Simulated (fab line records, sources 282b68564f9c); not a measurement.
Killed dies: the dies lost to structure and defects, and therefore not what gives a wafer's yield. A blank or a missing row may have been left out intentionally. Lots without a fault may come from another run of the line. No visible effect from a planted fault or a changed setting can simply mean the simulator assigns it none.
fab line records	flow rit-cmos
record lots=6	wafers=18	last-day=7
route steps=202 shown PRETRO@72 GATE@75 FOX2@80 REOX@98 NLDD@103 SDANNEAL@155 M1@202
lots that met no fault: taken from a fault-free run of the same line
start-h: the number of hours between the record's first day and the start of the first shown wafer of the lot	wait-h: time in hours since the lot's previous step	" unchanged from the row above	L1.1+2: several wafers, shown together as one row	- no value, or no start given	* or withheld: withheld	< > ~ a bound
route shown NAME@n: NAME is a module with steps in the file, n the number in the route of the first one	usual: mean/standard deviation of fault-free wafers	same: alike in all rows	chamber/n: place in a boat	sites: per-site readings	_std_site: their standard deviation	_edge_site: the outer-site mean with the inner-site mean subtracted	radius-mm: how far each site lies from the wafer's centre	mask NAME#n: copy n	behind: the tool/chamber that last shaped the wafer	hold: cause of the lot's hold/its duration in hours/its outcome	device: whichever transistor did not switch (one of n, p or np)	end of line: the same wafers' tests at the end of the route	where a step has no rows: the recipe by itself	killed: count of dies lost to structure and defects at first sort (not the wafer's yield)	map: a wafer's dies, x killed, . not, _ none there
set.NAME: the run value of the setting; set.NAME@STEP: its run value at that earlier step	model.NAME: the simulator's own value behind a step, which no gauge read
lots seen at some steps along the route; tables by step, rows by wafer
services: a tool's chamber out of use, with start hour (start-h, from the record's first day; less than 0 if before it), hours out, and reason
## steps
# step RIT_PRETRO_IMPLANT_08
# recipe species=B	energy-kev=45	dose-cm2=1.2e+13	tilt-deg=7
# step RIT_PRETRO_STRIP_09
# recipe chemistry=O2	time-s=180	resist=NOVOLAK	platen-temp-c=withheld	power-w=500	pressure-mtorr=4000	o2-flow-sccm=4000
# usual drypump-motor-current-A=5.8/0.31
lot.wafer	tool	chamber	start-h	wait-h	drypump-motor-current-A	rf-hours-counter-h
L736.3	plasma-asher-03	0	52.42	0.1	6.0	-
L736.4	"	1	"	"	5.4	-
L736.5	"	1	"	"	5.4	-
L738.1	plasma-asher-01	0	62.76	0.1	5.5	44
L738.4	"	1	"	"	6.3	-
L738.5	"	0	"	"	5.6	-
L745.1	plasma-asher-01	1	99.97	0.1	6.3	48
L745.2	"	0	"	"	5.6	48
L745.3	"	1	"	"	6.3	-
L747.1	plasma-asher-01	1	106.17	0.1	6.3	48
L747.2	"	0	"	"	5.5	48
L747.5	"	1	"	"	6.3	-
L750.1	plasma-asher-03	0	121.82	0.1	6.1	0
L750.5	"	1	"	"	5.4	-
L750.6	"	0	"	"	6.0	-
L752.1	plasma-asher-04	1	132.26	0.1	5.8	50
L752.2	"	0	"	"	5.5	50
L752.6	"	0	"	"	5.5	-
# step RIT_PRETRO_TW_MEAS_10
# usual PRETRO_TW=480/8.1
lot.wafer	tool	chamber	start-h	wait-h	PRETRO_TW
L736.3	film-metro-03	-	52.56	0.1	472
L736.4	"	-	"	"	473
L736.5	"	-	"	"	472
L738.1	film-metro-01	-	62.93	0.1	490
L738.4	"	-	"	"	486
L738.5	"	-	"	"	489
L745.1	film-metro-01	-	100.15	0.1	486
L745.2	"	-	"	"	487
L745.3	"	-	"	"	485
L747.1	film-metro-04	-	106.34	0.1	479
L747.2	"	-	"	"	477
L747.5	"	-	"	"	478
L750.1	film-metro-01	-	122.00	0.1	487
L750.5	"	-	"	"	490
L750.6	"	-	"	"	488
L752.1	film-metro-01	-	132.43	0.1	489
L752.2	"	-	"	"	490
L752.6	"	-	"	"	489
# step RIT_GATE_WET_ETCH_00
# recipe chemistry=BOE	target=SiO2	target-depth-nm=56	time-s=60	dry=n2-spin	dilution=10:1	temp-c=21.5
# step RIT_GATE_CLEAN_01
# recipe chemistry=SC1	mix=3:3:50	time-s=600	temp-c=75
# step RIT_GATE_CLEAN_02
# recipe chemistry=dHF	dilution=50:1	time-s=30
# step RIT_GATE_CLEAN_03
# recipe chemistry=SC2	mix=3:3:50	time-s=600	temp-c=75	dry=n2-spin
# step RIT_GATE_CLEAN_04
# recipe chemistry=dHF	dilution=50:1	time-s=60	dry=n2-spin
# step RIT_FOX2_THK_MEAS_91
# recipe reads=SiO2_of_FOX2_OXIDATION_00
# usual FIELD_OXIDE_LEFT_2_THK=253/5.1
lot.wafer	tool	chamber	start-h	wait-h	FIELD_OXIDE_LEFT_2_THK[nm]
L736.3	film-metro-01	-	53.04	0.0	246
L736.4	"	-	"	"	250
L736.5	"	-	"	"	244
L738.1	film-metro-03	-	63.41	0.0	247
L738.4	"	-	"	"	247
L738.5	"	-	"	"	249
L745.1	film-metro-01	-	100.64	0.0	250
L745.2	"	-	"	"	250
L745.3	"	-	"	"	252
L747.1	film-metro-01	-	106.82	0.0	260
L747.2	"	-	"	"	254
L747.5	"	-	"	"	255
L750.1	film-metro-01	-	122.49	0.0	243
L750.5	"	-	"	"	249
L750.6	"	-	"	"	249
L752.1	film-metro-02	-	133.11	0.0	256
L752.2	"	-	"	"	256
L752.6	"	-	"	"	253
# step RIT_GATE_OXIDATION_05
# recipe temp-c=900	ambient=O2	target-thk-a=30	ox-time-s=270
# step RIT_GATE_ANNEAL_06
# recipe temp-c=900	time-s=600	ambient=N2O
# step RIT_GATE_THK_MEAS_07
# recipe reads=SiO2_of_GATE_OXIDATION_05
# usual GATE_OXIDE_THK=3.01/0.07
lot.wafer	tool	chamber	start-h	wait-h	GATE_OXIDE_THK[nm]
L736.3	film-metro-01	-	54.42	0.0	3.00
L736.4	"	-	"	"	3.04
L736.5	"	-	"	"	2.99
L738.1	film-metro-03	-	64.79	0.0	3.01
L738.4	"	-	"	"	3.03
L738.5	"	-	"	"	3.07
L745.1	film-metro-01	-	103.38	0.0	3.03
L745.2	"	-	"	"	2.99
L745.3	"	-	"	"	2.99
L747.1	film-metro-03	-	108.21	0.0	3.12
L747.2	"	-	"	"	3.07
L747.5	"	-	"	"	3.07
L750.1	film-metro-02	-	123.88	0.0	3.10
L750.5	"	-	"	"	3.10
L750.6	"	-	"	"	3.10
L752.1	film-metro-02	-	134.50	0.0	2.94
L752.2	"	-	"	"	3.08
L752.6	"	-	"	"	2.99
# step RIT_GATE_CVD_08
# recipe material=poly-Si	target-thk-nm=250	temp-c=610	precursor=SiH4	time-s=2220	pressure-mtorr=300	sih4-flow-sccm=100
# usual spike-tc-centre-C=612.2/1.4
lot.wafer	tool	chamber	start-h	wait-h	spike-tc-centre-C	model.poly-Si_of_GATE_CVD_08.thk-nm
L736.3	lpcvd-02	0	54.46	0.0	616.1	248.5
L736.4	"	0	"	"	615.1	249.7
L736.5	"	0	"	"	612.7	246.8
L738.1	lpcvd-01	1	64.85	0.1	612.3	247
L738.4	"	1	"	"	609.7	245.3
L738.5	"	1	"	"	613.0	246.4
L745.1	lpcvd-01	0	103.44	0.1	611.2	264.6
L745.2	"	0	"	"	614.2	265.1
L745.3	"	0	"	"	613.1	263.7
L747.1	lpcvd-01	0	108.27	0.1	611.6	259.9
L747.2	"	0	"	"	613.3	259.8
L747.5	"	0	"	"	614.4	259.2
L750.1	lpcvd-02	1	123.94	0.1	611.6	251.6
L750.5	"	1	"	"	610.4	253.1
L750.6	"	1	"	"	609.3	252.1
L752.1	lpcvd-02	1	134.56	0.1	611.9	250.4
L752.2	"	1	"	"	610.8	251.3
L752.6	"	1	"	"	611.2	248.8
# step RIT_GATE_THK_MEAS_09
# recipe reads=poly-Si_of_GATE_CVD_08
# usual GATE_POLY_THK=249.6/2.2
lot.wafer	tool	chamber	start-h	wait-h	GATE_POLY_THK[nm]
L736.3	film-metro-02	-	56.10	0.0	248.6
L736.4	"	-	"	"	249.5
L736.5	"	-	"	"	246.9
L738.1	film-metro-01	-	66.47	0.0	247.1
L738.4	"	-	"	"	245.5
L738.5	"	-	"	"	246.4
L745.1	film-metro-02	-	105.06	0.0	264.7
L745.2	"	-	"	"	265.1
L745.3	"	-	"	"	263.6
L747.1	film-metro-01	-	109.88	0.0	260.0
L747.2	"	-	"	"	259.8
L747.5	"	-	"	"	259.1
L750.1	film-metro-03	-	125.55	0.0	251.6
L750.5	"	-	"	"	253.2
L750.6	"	-	"	"	252.0
L752.1	film-metro-03	-	136.17	0.0	250.4
L752.2	"	-	"	"	251.1
L752.6	"	-	"	"	249.0
# step RIT_GATE_HMDS_10
# recipe prime-time-s=60	prime-temp-c=140
# step RIT_GATE_COAT_11
# recipe resist=NOVOLAK	spin-rpm=4250	resist-thk-nm=850
# step RIT_GATE_SOFTBAKE_12
# recipe resist=NOVOLAK	temp-c=90	time-s=60
# step RIT_GATE_EXPOSE_13
# recipe mask-id=M6	na=0.6	source-shape=conventional	sigma-outer=0.6	target-cd-nm=150	dose-mj=380
# step RIT_GATE_PEB_14
# recipe resist=NOVOLAK	temp-c=withheld	time-s=withheld
# step RIT_GATE_DEVELOP_15
# recipe resist=NOVOLAK	develop-time-s=50	dev-temp-c=23
# step RIT_GATE_CD_MEAS_16
# recipe target-cd-nm=150
# usual cd-nm=150/3.2
lot.wafer	tool	chamber	start-h	wait-h	cd-nm
L736.3	cd-sem-01	-	57.49	-	145
L736.4	"	-	"	"	143
L736.5	"	-	"	"	145
L738.1	cd-sem-01	-	67.38	-	152
L738.4	"	-	"	"	153
L738.5	"	-	"	"	152
L745.1	cd-sem-01	-	105.96	-	145
L745.2	"	-	"	"	145
L745.3	"	-	"	"	146
L747.1	cd-sem-01	-	110.92	-	148
L747.2	"	-	"	"	152
L747.5	"	-	"	"	151
L750.1	cd-sem-01	-	126.63	-	151
L750.5	"	-	"	"	150
L750.6	"	-	"	"	149
L752.1	cd-sem-01	-	137.08	-	149
L752.2	"	-	"	"	151
L752.6	"	-	"	"	149
# step RIT_GATE_OVL_MEAS_17
# usual GATE_OVL=-0.6/1.6
lot.wafer	tool	chamber	start-h	wait-h	GATE_OVL[nm]
L736.3	overlay-02	-	57.58	0.1	-0.2
L736.4	"	-	"	"	-1.0
L736.5	"	-	"	"	1.7
L738.1	overlay-01	-	67.50	0.1	-0.9
L738.4	"	-	"	"	-1.4
L738.5	"	-	"	"	-1.0
L745.1	overlay-02	-	106.08	0.1	-1.6
L745.2	"	-	"	"	-0.1
L745.3	"	-	"	"	-3.3
L747.1	overlay-02	-	111.04	0.1	-2.3
L747.2	"	-	"	"	-3.1
L747.5	"	-	"	"	-0.8
L750.1	overlay-01	-	126.75	0.1	-3.3
L750.5	"	-	"	"	-2.1
L750.6	"	-	"	"	-1.6
L752.1	overlay-02	-	137.20	0.1	-0.4
L752.2	"	-	"	"	-2.7
L752.6	"	-	"	"	-1.8
# step RIT_GATE_HARDBAKE_18
# recipe resist=NOVOLAK	temp-c=140	time-s=60
# step RIT_GATE_ETCH_19
# recipe chemistry=SF6/CHF3/O2	time-s=165	SF6_flow_sccm=30	CHF3_flow_sccm=30	O2_flow_sccm=5	target=poly-Si	pressure-mtorr=40	rf-w=160	target-depth-a=3125	over-etch-frac=0.25	stop-on=SiO2
# usual drypump-motor-current-A=5.8/0.43	oes-product-au=0.845/0.015	throttle-valve-pct=10.26/0.11
lot.wafer	tool	chamber	start-h	wait-h	drypump-motor-current-A	oes-product-au	rf-hours-counter-h	throttle-valve-pct	model.etch.depth-nm	model.GATE.feature-depth-nm
L736.3	rie-si-02	3	57.75	0.1	6.3	0.850	0	10.29	248.5	248.5
L736.4	"	1	"	"	5.9	0.845	-	10.21	249.7	249.7
L736.5	"	2	"	"	5.1	0.830	-	10.08	246.8	246.8
L738.1	rie-si-02	1	67.69	0.1	5.9	0.836	56	10.21	247	247
L738.4	"	0	"	"	5.8	0.816	-	10.26	245.3	245.3
L738.5	"	1	"	"	5.9	0.836	-	10.21	246.4	246.4
L745.1	rie-si-01	2	106.27	0.1	6.3	0.862	6	10.42	264.6	264.6
L745.2	"	1	"	"	6.0	0.887	140	10.22	265.1	265.1
L745.3	"	0	"	"	5.2	0.881	4	10.22	263.7	263.7
L747.1	rie-si-01	2	111.22	0.1	6.4	0.838	6	10.41	259.9	259.9
L747.2	"	0	"	"	5.2	0.877	4	10.21	259.8	259.8
L747.5	"	3	"	"	6.0	0.887	-	10.45	259.2	259.2
L750.1	rie-si-02	1	126.94	0.1	5.9	0.852	57	10.20	251.6	251.6
L750.5	"	1	"	"	5.9	0.854	-	10.21	253.1	253.1
L750.6	"	0	"	"	5.8	0.836	-	10.26	252.1	252.1
L752.1	rie-si-02	2	137.48	0.1	5.1	0.849	116	10.07	250.4	250.4
L752.2	"	0	"	"	5.8	0.832	12	10.26	251.3	251.3
L752.6	"	3	"	"	6.3	0.856	-	10.30	248.8	248.8
# step RIT_GATE_STRIP_20
# recipe chemistry=O2	time-s=180	resist=NOVOLAK	platen-temp-c=withheld	power-w=500	pressure-mtorr=4000	o2-flow-sccm=4000
# usual drypump-motor-current-A=5.6/0.42
lot.wafer	tool	chamber	start-h	wait-h	drypump-motor-current-A	rf-hours-counter-h
L736.3	plasma-asher-02	0	57.92	0.1	5.1	-
L736.4	"	1	"	"	5.9	-
L736.5	"	0	"	"	5.1	-
L738.1	plasma-asher-01	1	67.80	0.1	6.3	44
L738.4	"	0	"	"	5.5	-
L738.5	"	1	"	"	6.3	-
L745.1	plasma-asher-02	0	106.38	0.1	5.2	34
L745.2	"	1	"	"	6.0	34
L745.3	"	0	"	"	5.1	-
L747.1	plasma-asher-02	1	111.33	0.1	6.0	34
L747.2	"	0	"	"	5.1	34
L747.5	"	1	"	"	5.9	-
L750.1	plasma-asher-01	0	127.04	0.1	5.6	51
L750.5	"	1	"	"	6.3	-
L750.6	"	0	"	"	5.6	-
L752.1	plasma-asher-02	0	137.59	0.1	5.1	37
L752.2	"	1	"	"	6.0	37
L752.6	"	1	"	"	6.0	-
# step RIT_GATE_CD_MEAS_90
# recipe target-cd-nm=150
# usual cd-nm=150/3.2
lot.wafer	tool	chamber	start-h	wait-h	cd-nm
L736.3	cd-sem-01	-	58.08	0.1	145
L736.4	"	-	"	"	144
L736.5	"	-	"	"	145
L738.1	cd-sem-01	-	68.06	0.2	151
L738.4	"	-	"	"	153
L738.5	"	-	"	"	152
L745.1	cd-sem-01	-	106.55	0.1	146
L745.2	"	-	"	"	145
L745.3	"	-	"	"	146
L747.1	cd-sem-01	-	111.51	0.1	149
L747.2	"	-	"	"	152
L747.5	"	-	"	"	151
L750.1	cd-sem-01	-	127.28	0.2	150
L750.5	"	-	"	"	150
L750.6	"	-	"	"	149
L752.1	cd-sem-01	-	137.76	0.1	149
L752.2	"	-	"	"	151
L752.6	"	-	"	"	148
# step RIT_REOX_CLEAN_00
# recipe chemistry=SC1	mix=3:3:50	time-s=600	temp-c=75
# step RIT_REOX_CLEAN_01
# recipe chemistry=dHF	dilution=50:1	time-s=30
# step RIT_REOX_CLEAN_02
# recipe chemistry=SC2	mix=3:3:50	time-s=600	temp-c=75	dry=n2-spin
# step RIT_REOX_OXIDATION_03
# recipe temp-c=900	ambient=O2	target-thk-a=252	ox-time-s=5580
# step RIT_REOX_THK_MEAS_04
# recipe reads=SiO2_of_REOX_OXIDATION_03
# usual REOX_OXIDE_THK=25.1/0.42
lot.wafer	tool	chamber	start-h	wait-h	REOX_OXIDE_THK[nm]
L736.3	film-metro-03	-	61.76	0.0	25.7
L736.4	"	-	"	"	25.6
L736.5	"	-	"	"	25.6
L738.1	film-metro-04	-	71.43	0.0	25.1
L738.4	"	-	"	"	25.0
L738.5	"	-	"	"	25.1
L745.1	film-metro-04	-	109.60	0.0	25.5
L745.2	"	-	"	"	25.6
L745.3	"	-	"	"	25.5
L747.1	film-metro-04	-	114.60	0.0	25.7
L747.2	"	-	"	"	25.9
L747.5	"	-	"	"	25.5
L750.1	film-metro-04	-	131.17	0.0	25.0
L750.5	"	-	"	"	25.1
L750.6	"	-	"	"	24.5
L752.1	film-metro-03	-	140.83	0.0	24.9
L752.2	"	-	"	"	25.5
L752.6	"	-	"	"	25.2
# step RIT_NLDD_HMDS_00
# recipe prime-time-s=60	prime-temp-c=140
# step RIT_NLDD_COAT_01
# recipe resist=NOVOLAK	spin-rpm=3250	resist-thk-nm=1000
# step RIT_NLDD_SOFTBAKE_02
# recipe resist=NOVOLAK	temp-c=90	time-s=60
# step RIT_NLDD_EXPOSE_03
# recipe mask-id=M7	na=0.57	target-cd-nm=40700	dose-mj=250
# step RIT_NLDD_PEB_04
# recipe resist=NOVOLAK	temp-c=withheld	time-s=withheld
# step RIT_NLDD_DEVELOP_05
# recipe resist=NOVOLAK	develop-time-s=50	dev-temp-c=23
# step RIT_NLDD_OVL_MEAS_06
# usual NLDD_OVL=0.0/1.3
lot.wafer	tool	chamber	start-h	wait-h	NLDD_OVL[nm]
L736.3	overlay-01	-	62.92	-	1.5
L736.4	"	-	"	"	-0.8
L736.5	"	-	"	"	3.0
L738.1	overlay-01	-	72.34	-	-0.6
L738.4	"	-	"	"	-0.5
L738.5	"	-	"	"	-0.1
L745.1	overlay-02	-	110.63	-	1.1
L745.2	"	-	"	"	1.0
L745.3	"	-	"	"	1.4
L747.1	overlay-02	-	115.64	-	-1.3
L747.2	"	-	"	"	0.3
L747.5	"	-	"	"	1.7
L750.1	overlay-02	-	132.29	-	0.5
L750.5	"	-	"	"	-0.6
L750.6	"	-	"	"	2.1
L752.1	overlay-02	-	141.94	-	-1.6
L752.2	"	-	"	"	-2.3
L752.6	"	-	"	"	-2.5
# step RIT_NLDD_HARDBAKE_07
# recipe resist=NOVOLAK	temp-c=140	time-s=60
# step RIT_NLDD_IMPLANT_08
# recipe species=P	energy-kev=20	dose-cm2=5e+14	tilt-deg=7
# step RIT_NLDD_STRIP_09
# recipe chemistry=O2	time-s=180	resist=NOVOLAK	platen-temp-c=withheld	power-w=500	pressure-mtorr=4000	o2-flow-sccm=4000
# usual drypump-motor-current-A=5.8/0.33
lot.wafer	tool	chamber	start-h	wait-h	drypump-motor-current-A	rf-hours-counter-h
L736.3	plasma-asher-01	1	63.30	0.1	6.3	-
L736.4	"	0	"	"	5.6	-
L736.5	"	1	"	"	6.3	-
L738.1	plasma-asher-02	0	72.67	0.1	5.1	31
L738.4	"	0	"	"	5.1	-
L738.5	"	0	"	"	5.1	-
L745.1	plasma-asher-04	1	111.08	0.1	5.8	47
L745.2	"	0	"	"	5.5	47
L745.3	"	1	"	"	5.8	-
L747.1	plasma-asher-04	0	115.97	0.1	5.5	48
L747.2	"	1	"	"	5.7	48
L747.5	"	1	"	"	5.7	-
L750.1	plasma-asher-02	0	132.62	0.1	5.1	37
L750.5	"	0	"	"	5.1	-
L750.6	"	1	"	"	5.9	-
L752.1	plasma-asher-04	1	142.45	0.1	5.8	51
L752.2	"	0	"	"	5.5	51
L752.6	"	1	"	"	5.7	-
# step RIT_NLDD_TW_MEAS_10
# usual NLDD_TW=2509/35
lot.wafer	tool	chamber	start-h	wait-h	NLDD_TW
L736.3	film-metro-04	-	63.44	0.1	2511
L736.4	"	-	"	"	2531
L736.5	"	-	"	"	2517
L738.1	film-metro-04	-	72.85	0.1	2520
L738.4	"	-	"	"	2523
L738.5	"	-	"	"	2511
L745.1	film-metro-01	-	111.26	0.1	2556
L745.2	"	-	"	"	2560
L745.3	"	-	"	"	2558
L747.1	film-metro-02	-	116.15	0.1	2468
L747.2	"	-	"	"	2476
L747.5	"	-	"	"	2470
L750.1	film-metro-04	-	132.80	0.1	2498
L750.5	"	-	"	"	2493
L750.6	"	-	"	"	2500
L752.1	film-metro-04	-	142.63	0.1	2507
L752.2	"	-	"	"	2497
L752.6	"	-	"	"	2509
# step RIT_SDANNEAL_CLEAN_02
# recipe chemistry=SC2	mix=3:3:50	time-s=600	temp-c=75	dry=n2-spin
lot.wafer	tool	chamber	start-h	wait-h	model.poly-Si_of_GATE_CVD_08.thk-nm
L736.3	wet-bench-03	1	70.83	0.0	162
L736.4	"	1	"	"	162.2
L736.5	"	1	"	"	160.2
L738.1	wet-bench-04	0	80.14	0.0	159.2
L738.4	"	0	"	"	158.6
L738.5	"	0	"	"	159.1
L745.1	wet-bench-04	3	119.49	0.0	176.9
L745.2	"	3	"	"	178.4
L745.3	"	3	"	"	177.4
L747.1	wet-bench-01	0	123.41	0.0	172
L747.2	"	0	"	"	170.9
L747.5	"	0	"	"	170.8
L750.1	wet-bench-03	3	140.40	0.0	163.4
L750.5	"	3	"	"	165
L750.6	"	3	"	"	163.1
L752.1	wet-bench-04	2	150.06	0.0	163.3
L752.2	"	2	"	"	164.2
L752.6	"	2	"	"	161.1
# step RIT_M1_PROBE_99
# usual killed-at-contacts=0.1/0.27	killed-at-front-end=7/3.1	killed-dies=7/3.1	killed-open=3.6/2.3	killed-short=3.2/2
# same gross-dies=264	killed_at_M0_to_M3=0	killed_at_M4_up=0	killed-at-back-side=0	killed-at-other=0
lot.wafer	tool	chamber	start-h	wait-h	killed-at-contacts	killed-at-front-end	killed-dies	killed-open	killed-short	model.etest.poly-comb-over-steps.leak-log10-a-um
L736.3	prober-01	-	79.18	0.2	0	7	7	6	1	-12.78
L736.4	prober-01	-	79.23	0.2	0	9	9	7	2	-12.84
L736.5	prober-01	-	79.28	0.2	0	9	9	5	4	-12.8
L738.1	prober-01	-	89.00	0.1	0	6	6	5	1	-12.81
L738.4	prober-01	-	89.15	0.2	0	4	4	4	0	-12.85
L738.5	prober-01	-	89.20	0.2	0	8	8	6	2	-12.79
L745.1	prober-02	-	127.20	0.1	0	5	5	2	3	-11.15
L745.2	prober-02	-	127.25	0.1	0	11	11	4	7	-11.37
L745.3	prober-02	-	127.30	0.2	0	7	7	1	6	-10.88
L747.1	prober-02	-	131.35	0.1	0	5	5	4	1	-12.49
L747.2	prober-02	-	131.40	0.1	0	6	6	2	4	-11.79
L747.5	prober-02	-	131.55	0.2	1	4	5	2	3	-12.36
L750.1	prober-01	-	148.44	0.1	0	3	3	3	0	-12.78
L750.5	prober-01	-	148.64	0.2	0	9	9	7	2	-12.87
L750.6	prober-01	-	148.69	0.2	0	6	6	3	3	-12.83
L752.1	prober-01	-	157.92	0.1	0	7	7	1	6	-12.77
L752.2	prober-01	-	157.97	0.1	0	11	11	8	3	-12.82
L752.6	prober-01	-	158.17	0.2	0	8	8	6	2	-12.74
# killed by level:class
L736.3 REOX:geometric-particle:open=2 SPACER:geometric-particle:open=2 FOX1:geometric-particle:open=1 GATE:geometric-particle:short=1 GATE:geometric-particle:open=1
L736.4 GATE:geometric-particle:open=4 REOX:geometric-particle:open=2 FOX2:geometric-particle:open=1 FOX2:geometric-particle:short=1 REOX:geometric-particle:short=1
L736.5 REOX:geometric-particle:short=2 REOX:geometric-particle:open=2 FOX2:geometric-particle:open=1 GATE:geometric-particle:open=1 GATE:geometric-particle:short=1 SILICIDE:geometric-particle:open=1 SILICIDE:geometric-particle:short=1
L738.1 GATE:geometric-particle:open=3 GATE:geometric-particle:short=1 REOX:geometric-particle:open=1 SILICIDE:geometric-particle:open=1
L738.4 FOX2:geometric-particle:open=3 GATE:geometric-particle:open=1
L738.5 SILICIDE:geometric-particle:open=4 GATE:geometric-particle:open=1 REOX:geometric-particle:short=1 SPACER:geometric-particle:open=1 SPACER:geometric-particle:short=1
L745.1 FOX1:geometric-particle:short=1 FOX2:geometric-particle:short=1 REOX:geometric-particle:open=1 SPACER:geometric-particle:open=1 SILICIDE:geometric-particle:short=1
L745.2 GATE:geometric-particle:short=4 FOX2:geometric-particle:short=3 GATE:geometric-particle:open=2 FOX1:geometric-particle:open=1 SPACER:geometric-particle:open=1
L745.3 FOX1:geometric-particle:short=2 SPACER:geometric-particle:short=2 GATE:geometric-particle:short=1 REOX:geometric-particle:open=1 SILICIDE:geometric-particle:short=1
L747.1 SILICIDE:geometric-particle:open=2 FOX1:geometric-particle:short=1 FOX1:geometric-particle:open=1 REOX:geometric-particle:open=1
L747.2 FOX1:geometric-particle:short=3 FOX2:geometric-particle:short=1 FOX2:geometric-particle:open=1 GATE:geometric-particle:open=1
L747.5 GATE:geometric-particle:short=2 GATE:geometric-particle:open=1 SPACER:geometric-particle:short=1 CONTACT:geometric-particle:open=1
L750.1 SPACER:geometric-particle:open=2 FOX1:geometric-particle:open=1
L750.5 SPACER:geometric-particle:open=4 FOX1:geometric-particle:open=1 GATE:geometric-particle:open=1 REOX:geometric-particle:short=1 REOX:geometric-particle:open=1 SPACER:geometric-particle:short=1
L750.6 GATE:geometric-particle:short=3 GATE:geometric-particle:open=2 FOX1:geometric-particle:open=1
L752.1 FOX1:geometric-particle:short=2 GATE:geometric-particle:short=2 FOX1:geometric-particle:open=1 SPACER:geometric-particle:short=1 SILICIDE:geometric-particle:short=1
L752.2 SILICIDE:geometric-particle:open=5 ACTIVE:geometric-particle:open=1 FOX2:geometric-particle:short=1 GATE:geometric-particle:short=1 REOX:geometric-particle:open=1 SPACER:geometric-particle:short=1 SPACER:geometric-particle:open=1
L752.6 SPACER:geometric-particle:open=2 SILICIDE:geometric-particle:open=2 FOX2:geometric-particle:open=1 GATE:geometric-particle:short=1 REOX:geometric-particle:open=1 SILICIDE:geometric-particle:short=1
## services
tool	chamber	start-h	hours	kind
rie-si-02	0	54.12	4.5	repair
rie-si-02	3	59.48	4.6	repair
rie-si-02	3	64.96	24.9	repair
wet-bench-03	-	102.07	3.7	repair
plasma-asher-03	-	108.75	9.0	pm
plasma-asher-03	0	108.75	9.0	vent-cycle
plasma-asher-03	1	108.75	9.0	vent-cycle
plasma-asher-03	0	117.75	-	clean
plasma-asher-03	1	117.75	-	clean
rie-si-01	-	137.31	2.8	pm
wet-bench-03	-	147.88	2.2	repair
## key
first-sign step=RIT_GATE_THK_MEAS_09	reading=GATE_POLY_THK	direction=up	sigmas=5.6	usual=249.6	struck=262.0
effect none on later readings
model-effect step=RIT_GATE_CVD_08	value=poly-Si_of_GATE_CVD_08.thk-nm	without=248.8	struck=262
model-effect step=RIT_GATE_ETCH_19	value=etch.depth-nm	without=248.8	struck=262
model-effect step=RIT_SDANNEAL_CLEAN_02	value=poly-Si_of_GATE_CVD_08.thk-nm	without=161.1	struck=174.4
model-effect step=RIT_M1_PROBE_99	value=etest.poly-comb-over-steps.leak-log10-a-um	without=-12.83	struck=-11.68
met-at RIT_GATE_CVD_08
struck-wafers L745.1,L745.2,L745.3,L747.1,L747.2,L747.5
tester-left-out L745,L747
also-fits RIT_PRETRO_STRIP_09:plasma-asher-01
fault kind=process-parameter-drift	tool=lpcvd-01	chamber=0	onset-h=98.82	steps=RIT_GATE_CVD_08	channel=target-thk-nm	offset=13.26	shape=step	end-h=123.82	acts-in=these-recipes-only	stated=250
# tester-left-out: of these lots the tester's yield and bins aren't shown, on N5 and GAA mostly nor the transistor test; their killed dies are dies lost to structure and defects alone, not to doping, threshold or leakage, so they don't give the yield
